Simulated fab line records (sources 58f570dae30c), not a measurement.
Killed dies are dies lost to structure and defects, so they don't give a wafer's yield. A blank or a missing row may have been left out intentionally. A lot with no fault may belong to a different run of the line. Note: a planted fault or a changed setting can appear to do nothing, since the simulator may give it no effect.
What tool caused it? + flow berkeley-cmos170 + Sampling: 14 lots, 42 wafers, 7 of 331 route steps

WHAT THE GAUGES READ, wafer by wafer
UCB170_START_BOW_MEAS_00.
| lot  | measured    | on            | INCOMING_BOW (um) |
|------|-------------|---------------|-------------------|
| L518 | day 1 10:01 | film-metro-04 | 2 4 5             |
| L519 | day 1 15:02 | film-metro-01 | 6 7 0             |
| L520 | day 1 20:01 | film-metro-04 | -1 1 4            |
| L521 | day 2 01:00 | film-metro-04 | 2 12 1            |
| L522 | day 2 06:00 | film-metro-03 | 6 4 -9            |
| L525 | day 2 21:00 | film-metro-04 | 2 2 10            |
| L526 | day 3 02:00 | film-metro-03 | 4 -2 -1           |
| L529 | day 3 17:02 | film-metro-04 | -7 5 1            |
| L531 | day 4 03:01 | film-metro-03 | -2 6 6            |
| L533 | day 4 13:00 | film-metro-01 | 1 -2 6            |
| L534 | day 4 18:00 | film-metro-03 | -3 -2 6           |
| L539 | day 5 19:00 | film-metro-03 | 6 -11 6           |
| L540 | day 6 00:02 | film-metro-01 | -2 5 6            |
| L541 | day 6 05:00 | film-metro-03 | 11 7 5            |

UCB170_M1_RS_MEAS_01: measures by four-point-probe.
| lot  | measured     | on            | M1_AL_RS (ohm/sq)    |
|------|--------------|---------------|----------------------|
| L518 | day 6 11:29  | film-metro-03 | 0.0494 0.0490 0.0492 |
| L519 | day 7 00:20  | film-metro-04 | 0.0482 0.0480 0.0485 |
| L520 | day 7 16:01  | film-metro-04 | 0.0493 0.0489 0.0490 |
| L521 | day 7 11:23  | film-metro-03 | 0.0478 0.0484 0.0481 |
| L522 | day 7 13:02  | film-metro-04 | 0.0482 0.0486 0.0487 |
| L525 | day 8 20:49  | film-metro-03 | 0.0479 0.0475 0.0483 |
| L526 | day 8 16:52  | film-metro-04 | 0.0377 0.0484 0.0485 |
| L529 | day 9 22:44  | film-metro-01 | 0.0381 0.0488 0.0379 |
| L531 | day 10 17:20 | film-metro-01 | 0.0480 0.0480 0.0487 |
| L533 | day 10 17:40 | film-metro-04 | 0.0480 0.0482 0.0483 |
| L534 | day 10 17:08 | film-metro-04 | 0.0486 0.0487 0.0486 |
| L539 | day 11 18:40 | film-metro-04 | 0.0486 0.0491 0.0484 |
| L540 | day 11 19:22 | film-metro-01 | 0.0489 0.0489 0.0486 |
| L541 | day 12 11:38 | film-metro-04 | 0.0481 0.0482 0.0484 |

UCB170_M1_THK_MEAS_02: measures by xrf.
| lot  | measured     | on            | M1_AL_THK (nm) |
|------|--------------|---------------|----------------|
| L518 | day 6 11:36  | film-metro-03 | 596 604 597    |
| L519 | day 7 00:26  | film-metro-04 | 611 609 600    |
| L520 | day 7 16:08  | film-metro-04 | 598 599 604    |
| L521 | day 7 11:30  | film-metro-03 | 617 610 613    |
| L522 | day 7 13:10  | film-metro-04 | 608 607 611    |
| L525 | day 8 20:56  | film-metro-03 | 618 620 610    |
| L526 | day 8 16:59  | film-metro-04 | 777 612 607    |
| L529 | day 9 22:50  | film-metro-01 | 768 605 772    |
| L531 | day 10 17:27 | film-metro-01 | 609 605 601    |
| L533 | day 10 17:47 | film-metro-04 | 611 614 611    |
| L534 | day 10 17:16 | film-metro-04 | 606 608 602    |
| L539 | day 11 18:47 | film-metro-04 | 604 603 609    |
| L540 | day 11 19:28 | film-metro-01 | 601 603 607    |
| L541 | day 12 11:45 | film-metro-04 | 612 611 609    |

UCB170_V2_OVL_MEAS_13.
| lot  | measured     | on         | V2_OVL (nm) |
|------|--------------|------------|-------------|
| L518 | day 7 01:29  | overlay-01 | 11 6 13     |
| L519 | day 7 15:47  | overlay-01 | 1 -3 -10    |
| L520 | day 8 05:25  | overlay-02 | 7 2 2       |
| L521 | day 8 05:16  | overlay-01 | 10 11 6     |
| L522 | day 8 05:37  | overlay-01 | 4 -4 5      |
| L525 | day 9 14:38  | overlay-01 | 18 5 7      |
| L526 | day 9 04:05  | overlay-02 | 6 10 4      |
| L529 | day 10 13:14 | overlay-01 | 10          |
| L531 | day 11 10:50 | overlay-01 | 12 10 17    |
| L533 | day 11 10:52 | overlay-02 | 9 14 6      |
| L534 | day 11 10:05 | overlay-02 | 18 7 8      |
| L539 | day 12 10:11 | overlay-02 | 3 10 9      |
| L540 | day 12 08:34 | overlay-02 | 7 9 10      |
| L541 | day 13 08:31 | overlay-02 | 7 6 7       |

WHAT TOOL EACH LOT RAN ON (gives the tool, then ch and the chambers of the sampled wafers, and finally the start)
| lot  | UCB170_M1_SPUTTER_00         | UCB170_M1_ETCH_11                  | UCB170_M1_METAL_ETCH_12           |
|------|------------------------------|------------------------------------|-----------------------------------|
| L518 | pvd-sputter-02, day 6 11:25  | rie-diel-04 ch 0,3, day 6 12:42    | rie-metal-04 ch 0, day 6 12:45    |
| L519 | pvd-sputter-01, day 7 00:14  | rie-diel-03 ch 0,1,3, day 7 01:38  | rie-metal-03 ch 0,1, day 7 01:43  |
| L520 | pvd-sputter-01, day 7 15:56  | rie-diel-03 ch 0,3, day 7 17:19    | rie-metal-04 ch 1, day 7 17:25    |
| L521 | pvd-sputter-03, day 7 11:19  | rie-diel-03 ch 0,3, day 7 12:41    | rie-metal-01 ch 0, day 7 12:45    |
| L522 | pvd-sputter-02, day 7 12:59  | rie-diel-01 ch 0,1, day 7 14:20    | rie-metal-03 ch 0,1, day 7 14:23  |
| L525 | pvd-sputter-02, day 8 20:46  | rie-diel-03 ch 0,1,2, day 8 22:08  | rie-metal-01 ch 0,1, day 8 22:10  |
| L526 | pvd-sputter-01, day 8 16:48  | rie-diel-01 ch 0,1,3, day 8 18:02  | rie-metal-04 ch 0,1, day 8 18:05  |
| L529 | pvd-sputter-01, day 9 22:38  | rie-diel-01 ch 1,2,3, day 10 00:00 | rie-metal-01 ch 0,1, day 10 00:05 |
| L531 | pvd-sputter-02, day 10 17:16 | rie-diel-03 ch 1,2,3, day 10 19:01 | rie-metal-04 ch 0,1, day 10 19:04 |
| L533 | pvd-sputter-03, day 10 17:37 | rie-diel-04 ch 1,3, day 10 19:37   | rie-metal-04 ch 0,1, day 10 19:40 |
| L534 | pvd-sputter-03, day 10 17:05 | rie-diel-01 ch 0,1,2, day 10 18:47 | rie-metal-04 ch 0,1, day 10 18:49 |
| L539 | pvd-sputter-02, day 11 18:37 | rie-diel-04 ch 0,3, day 11 20:06   | rie-metal-01 ch 0, day 11 20:08   |
| L540 | pvd-sputter-03, day 11 19:16 | rie-diel-04 ch 0,2,3, day 11 20:38 | rie-metal-03 ch 0,1, day 11 20:43 |
| L541 | pvd-sputter-01, day 12 11:34 | rie-diel-03 ch 1,2,3, day 12 13:05 | rie-metal-04 ch 0,1, day 12 13:08 |
- UCB170_M1_SPUTTER_00: material Al, target thk 600 nm, time 80 s.
- UCB170_M1_ETCH_11: etches BARC in N2/H2.
- UCB170_M1_METAL_ETCH_12: etches Al in Cl2/BCl3, stops on PSG, target depth 780 nm, time 130 s.

WHAT THE TOOLS THEMSELVES READ (means of the sampled wafers that have a number; where no wafer has one, the mark that the record gives instead)
UCB170_M1_SPUTTER_00.
| lot  | tool           | chamber-pressure-pa (Pa) | throttle-valve-pct (%) |
|------|----------------|--------------------------|------------------------|
| L518 | pvd-sputter-02 | 0.5007                   | 29.8                   |
| L519 | pvd-sputter-01 | 0.5006                   | 30.1                   |
| L520 | pvd-sputter-01 | 0.5010                   | 30.5                   |
| L521 | pvd-sputter-03 | 0.4991                   | 29.8                   |
| L522 | pvd-sputter-02 | 0.5001                   | 31.0                   |
| L525 | pvd-sputter-02 | 0.5003                   | 30.5                   |
| L526 | pvd-sputter-01 | 0.5001                   | 30.7                   |
| L529 | pvd-sputter-01 | 0.5002                   | 31.7                   |
| L531 | pvd-sputter-02 | 0.5007                   | 29.9                   |
| L533 | pvd-sputter-03 | 0.5001                   | 29.8                   |
| L534 | pvd-sputter-03 | 0.4999                   | 30.0                   |
| L539 | pvd-sputter-02 | 0.5003                   | 29.5                   |
| L540 | pvd-sputter-03 | 0.5002                   | 29.9                   |
| L541 | pvd-sputter-01 | 0.4997                   | 30.8                   |

UCB170_M1_ETCH_11.
| lot  | tool        | drypump-motor-current-A (A) | oes-product-au (a.u.) | throttle-valve-pct (%) |
|------|-------------|-----------------------------|-----------------------|------------------------|
| L518 | rie-diel-04 | 5.7                         | 0.991                 | 13.39                  |
| L519 | rie-diel-03 | 5.6                         | 0.996                 | 13.16                  |
| L520 | rie-diel-03 | 5.5                         | 0.997                 | 13.25                  |
| L521 | rie-diel-03 | 5.4                         | 0.992                 | 13.16                  |
| L522 | rie-diel-01 | 6.2                         | 0.981                 | 13.07                  |
| L525 | rie-diel-03 | 5.5                         | 0.994                 | 13.16                  |
| L526 | rie-diel-01 | 6.1                         | 0.995                 | 13.24                  |
| L529 | rie-diel-01 | 5.7                         | 1.006                 | 13.38                  |
| L531 | rie-diel-03 | 5.6                         | 1.001                 | 13.26                  |
| L533 | rie-diel-04 | 5.7                         | 0.979                 | 13.43                  |
| L534 | rie-diel-01 | 5.8                         | 0.997                 | 13.20                  |
| L539 | rie-diel-04 | 5.6                         | 0.990                 | 13.38                  |
| L540 | rie-diel-04 | 5.7                         | 0.987                 | 13.42                  |
| L541 | rie-diel-03 | 5.6                         | 0.988                 | 13.25                  |

UCB170_M1_METAL_ETCH_12.
| lot  | tool         | drypump-motor-current-A (A) | oes-product-au (a.u.) | throttle-valve-pct (%) |
|------|--------------|-----------------------------|-----------------------|------------------------|
| L518 | rie-metal-04 | 5.59                        | 0.853                 | 24.30                  |
| L519 | rie-metal-03 | 6.01                        | 0.853                 | 24.40                  |
| L520 | rie-metal-04 | 5.96                        | 0.864                 | 24.66                  |
| L521 | rie-metal-01 | 5.61                        | 0.839                 | 24.33                  |
| L522 | rie-metal-03 | 6.02                        | 0.854                 | 24.41                  |
| L525 | rie-metal-01 | 5.51                        | 0.852                 | 24.35                  |
| L526 | rie-metal-04 | 5.72                        | 0.911                 | 24.40                  |
| L529 | rie-metal-01 | 5.52                        | 0.919                 | 24.33                  |
| L531 | rie-metal-04 | 5.82                        | 0.871                 | 24.52                  |
| L533 | rie-metal-04 | 5.70                        | 0.872                 | 24.41                  |
| L534 | rie-metal-04 | 5.72                        | 0.861                 | 24.42                  |
| L539 | rie-metal-01 | 5.67                        | 0.835                 | 24.33                  |
| L540 | rie-metal-03 | 6.02                        | 0.845                 | 24.40                  |
| L541 | rie-metal-04 | 5.83                        | 0.873                 | 24.53                  |

THE ANSWER, worked out from the rows above alone
Rule: usual is defined by the lots themselves. The widest of any qualifying gaps counts: lots, ordered by their means at a reading, are off when they make up no more than a third of the lots, leave a main group of 4 or more, and stand apart from it by 3 or more times the standard deviation of that group's means. A main group whose means are all the same, to the digits that the tables above print for the reading, isn't used. Also off: a lot with no number at a reading for which 4 or more lots have one. Where the step has rows for the other lots, those lots are counted as sound. The gauges are gone through in route order, then the tools' own readings, and for those a lot's mean is taken as printed above. The first step at which some lot is off is used, and at that step the reading that is off furthest; a lot without a number counts as furthest.
Off: L526, L529, at UCB170_M1_RS_MEAS_01 (M1_AL_RS). The main group: mean 0.0485 ohm/sq, standard deviation 0.00039.
A tool fits if, at a process step before that reading, it ran every lot that is off, and no sound lot after the first of them. Not tried: the gauges at UCB170_M1_RS_MEAS_01; whatever is off there is also off at UCB170_M1_METAL_ETCH_12, on other tools, and gauge error can't account for it. No candidate that was tried fits.

WHAT WAS PUT IN BY THE SIMULATOR
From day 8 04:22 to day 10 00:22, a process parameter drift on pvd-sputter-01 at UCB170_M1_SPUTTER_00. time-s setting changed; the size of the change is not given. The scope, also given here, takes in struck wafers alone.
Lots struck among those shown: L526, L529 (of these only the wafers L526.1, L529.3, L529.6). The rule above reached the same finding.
